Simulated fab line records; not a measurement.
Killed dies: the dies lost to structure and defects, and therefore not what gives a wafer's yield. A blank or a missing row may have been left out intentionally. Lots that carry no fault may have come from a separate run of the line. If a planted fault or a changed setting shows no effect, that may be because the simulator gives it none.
Which tool was responsible? -- flow rit cmos -- Sampling: 14 lots, 42 wafers, 5 of 202 route steps

## WHAT THE GAUGES SHOWED, per wafer
RIT_CONTACT_CD_MEAS_08 targets a cd of 1000 nm.
lot,measured,on,cd nm (nm)
L782,day 3 06:44,cd sem-02,999.8 1000.2 1000.4
L783,day 3 12:43,cd sem-01,1000.0 1000.1 999.9
L784,day 3 16:20,cd sem-01,1004.1 1003.9 1004.0
L785,day 4 00:59,cd sem-01,1000.6 999.9 998.8
L786,day 4 05:40,cd sem-01,997.6 997.9 999.3
L787,day 4 09:31,cd sem-01,1004.6 1006.2 1003.9
L788,day 4 16:16,cd sem-01,997.4 999.8 999.0
L791,day 5 06:52,cd sem-01,1001.7 1002.4 1001.0
L792,day 5 10:58,cd sem-01,997.9 999.0 998.3
L793,day 5 13:57,cd sem-02,1004.3 1002.1 1002.0
L795,day 5 22:09,cd sem-01,997.3 995.8 997.6
L797,day 6 09:49,cd sem-02,1000.9 1003.4 1001.6
L800,day 7 02:23,cd sem-02,995.3 999.0 997.5
L802,day 7 09:19,cd sem-01,999.1 999.2 998.0

RIT_M1_OVL_MEAS_10.
lot,measured,on,M1_OVL (nm)
L782,day 3 09:34,overlay-02,-1.1 -0.1 0.2
L783,day 3 15:22,overlay-01,-0.4 -2.8 0.0
L784,day 3 18:58,overlay-01,0.6 -0.3 0.8
L785,day 4 03:43,overlay-02,-0.3 -0.6 0.1
L786,day 4 08:31,overlay-01,-2.5 -1.3 0.3
L787,day 4 12:08,overlay-01,-1.6 -1.8 -1.8
L788,day 4 18:53,overlay-02,-3.2 -2.5 -1.8
L791,day 5 09:50,overlay-02,-1.9 -1.4 -3.8
L792,day 5 13:44,overlay-02,-0.7 -1.7 -1.1
L793,day 5 16:43,overlay-02,-1.8 -2.9 -1.4
L795,day 6 00:56,overlay-02,357.9 358.6 359.3
L797,day 6 12:32,overlay-02,357.2 356.1 358.9
L800,day 7 05:20,overlay-01,1.8 1.3 1.9
L802,day 7 11:56,overlay-02,-1.7 -3.2 -2.5

## EACH LOT AND THE TOOL THAT RAN IT (in order: tool; ch and the chambers of the sampled wafers; start)
lot,RIT_SDANNEAL_RTA_03,RIT_SILICIDE_RTA_04,RIT_M1_EXPOSE_06
L782,"rtp anneal-02 ch 0, day 3 04:16","rtp anneal-01 ch 0, day 3 05:09","iline stepper-01 ch 0, day 3 09:01"
L783,"rtp anneal-01 ch 0, day 3 10:35","rtp anneal-02 ch 0, day 3 11:28","iline stepper-01 ch 0, day 3 14:49"
L784,"rtp anneal-01 ch 0, day 3 14:11","rtp anneal-01 ch 0, day 3 15:04","iline stepper-01 ch 0, day 3 18:26"
L785,"rtp anneal-02 ch 0, day 3 22:52","rtp anneal-01 ch 0, day 3 23:44","iline stepper-01 ch 0, day 4 03:10"
L786,"rtp anneal-01 ch 0, day 4 03:31","rtp anneal-02 ch 0, day 4 04:24","iline stepper-02 ch 0, day 4 07:58"
L787,"rtp anneal-02 ch 0, day 4 07:23","rtp anneal-01 ch 0, day 4 08:16","iline stepper-02 ch 0, day 4 11:35"
L788,"rtp anneal-01 ch 0, day 4 13:55","rtp anneal-02 ch 0, day 4 14:47","iline stepper-02 ch 0, day 4 18:20"
L791,"rtp anneal-02 ch 0, day 5 04:19","rtp anneal-01 ch 0, day 5 05:13","iline stepper-01 ch 0, day 5 09:18"
L792,"rtp anneal-01 ch 0, day 5 08:50","rtp anneal-02 ch 0, day 5 09:43","iline stepper-01 ch 0, day 5 13:04"
L793,"rtp anneal-02 ch 0, day 5 11:39","rtp anneal-01 ch 0, day 5 12:32","iline stepper-02 ch 0, day 5 16:10"
L795,"rtp anneal-02 ch 0, day 5 20:01","rtp anneal-01 ch 0, day 5 20:53","iline stepper-01 ch 0, day 6 00:23"
L797,"rtp anneal-02 ch 0, day 6 07:32","rtp anneal-01 ch 0, day 6 08:25","iline stepper-01 ch 0, day 6 12:01"
L800,"rtp anneal-01 ch 0, day 7 00:14","rtp anneal-02 ch 0, day 7 01:08","iline stepper-02 ch 0, day 7 04:47"
L802,"rtp anneal-01 ch 0, day 7 07:10","rtp anneal-02 ch 0, day 7 08:03","iline stepper-02 ch 0, day 7 11:23"
- RIT_SDANNEAL_RTA_03: time 5 s.
- RIT_SILICIDE_RTA_04: time 10 s, ramp up 5 s, ramp down 5 s.
- RIT_M1_EXPOSE_06: exposes mask M12, target cd 2600 nm.

## AS READ BY THE TOOLS THEMSELVES (means over the sampled wafers that have a number; for cases with no such wafer, the mark the record gives instead)
RIT_SDANNEAL_RTA_03.
lot,tool,wafer_temp_C_max
L782,rtp anneal-02,1053.6
L783,rtp anneal-01,1053.7
L784,rtp anneal-01,1053.1
L785,rtp anneal-02,1053.3
L786,rtp anneal-01,1053.5
L787,rtp anneal-02,1052.3
L788,rtp anneal-01,1052.5
L791,rtp anneal-02,1052.7
L792,rtp anneal-01,1053.2
L793,rtp anneal-02,1053.9
L795,rtp anneal-02,1053.9
L797,rtp anneal-02,1053.6
L800,rtp anneal-01,1053.1
L802,rtp anneal-01,1053.6

RIT_SILICIDE_RTA_04.
lot,tool,wafer_temp_C_max
L782,rtp anneal-01,651.2
L783,rtp anneal-02,652.7
L784,rtp anneal-01,652.1
L785,rtp anneal-01,651.5
L786,rtp anneal-02,652.1
L787,rtp anneal-01,651.9
L788,rtp anneal-02,652.3
L791,rtp anneal-01,651.8
L792,rtp anneal-02,651.9
L793,rtp anneal-01,651.3
L795,rtp anneal-01,651.5
L797,rtp anneal-01,652.4
L800,rtp anneal-02,651.8
L802,rtp anneal-02,652.0

## THE ANSWER, worked out from the rows above alone
Rule: usual is defined by the lots themselves. Put in order of their means at a reading, lots are off if they are a third of the lots or fewer, leave a main group of 4 or more, and stand apart from it by a gap of 3 or more times the standard deviation of the main group's means; of several such gaps the widest counts. A main group whose means are all the same, to the digits that the tables above print for the reading, isn't used. A lot without any number at a reading at which 4 lots or more have one is off too. All remaining lots with rows at the step are treated as sound. After the gauges, taken in route order, come the tools' own readings; for these a lot's mean is taken, as printed above. The first step at which some lot is off is used, and at that step the reading that is off furthest; a lot without a number counts as furthest.
Off: L795, L797, seen at RIT_M1_OVL_MEAS_10 (M1_OVL). Mean -1.1 nm and standard deviation 1.2 in the main group.
A tool fits if, at a process step before that reading, it ran every lot that is off, and no sound lot after the first of them. Those tools and the gauges at RIT_M1_OVL_MEAS_10 are tried in the same way. Can't be told from this: 3 tools fit, rtp anneal-02 at RIT_SDANNEAL_RTA_03, rtp anneal-01 at RIT_SILICIDE_RTA_04, iline stepper-01 at RIT_M1_EXPOSE_06.

## WHAT THE SIMULATOR PUT IN
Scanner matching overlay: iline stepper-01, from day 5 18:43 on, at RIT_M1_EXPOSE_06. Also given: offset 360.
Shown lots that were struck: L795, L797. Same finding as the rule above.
